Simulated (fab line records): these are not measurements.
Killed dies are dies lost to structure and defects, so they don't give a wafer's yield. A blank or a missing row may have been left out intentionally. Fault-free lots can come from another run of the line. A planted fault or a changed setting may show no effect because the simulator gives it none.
The tool behind it: which one?	flow berkeleyCmos170	21 wafers sampled from 7 lots at 1 step of a route of 331

WHAT THE GAUGES READ, wafer by wafer
UCB170_NWELL_OVL_MEAS_12.
lot	measured	on	NWELL_OVL (nm)
L682	day 2 11:50	overlay-02	-6 4 -3
L685	day 3 07:54	overlay-01	3 -6 2
L688	day 3 21:53	overlay-02	-2 8 -4
L691	day 4 05:54	overlay-01	3 5 -1
L699	day 6 02:07	overlay-01	3 12 7
L703	day 6 21:04	overlay-01	3 10 2
L705	day 7 04:30	overlay-01	1 4 -3

WHAT TOOL EACH LOT RAN ON (gives the tool, then ch and the chambers of the sampled wafers, and finally the start)
No process step before these readings appears in the record.

THE ANSWER, worked out from the rows above alone
Rule: the lots themselves supply what counts as usual. Put in order of their means at a reading, lots are off if they are a third of the lots or fewer, leave a main group of 4 or more, and stand apart from it by a gap of 3 or more times the standard deviation of the main group's means; of several such gaps the widest counts. A main group whose means are all the same, to the digits that the tables above print for the reading, isn't used. Also off: a lot with no number at a reading for which 4 or more lots have one. The other lots that the step has rows for count as sound.
No lot is off on any of the readings shown, so nothing can be concluded from this.

WHAT HAD BEEN PUT IN BY THE SIMULATOR
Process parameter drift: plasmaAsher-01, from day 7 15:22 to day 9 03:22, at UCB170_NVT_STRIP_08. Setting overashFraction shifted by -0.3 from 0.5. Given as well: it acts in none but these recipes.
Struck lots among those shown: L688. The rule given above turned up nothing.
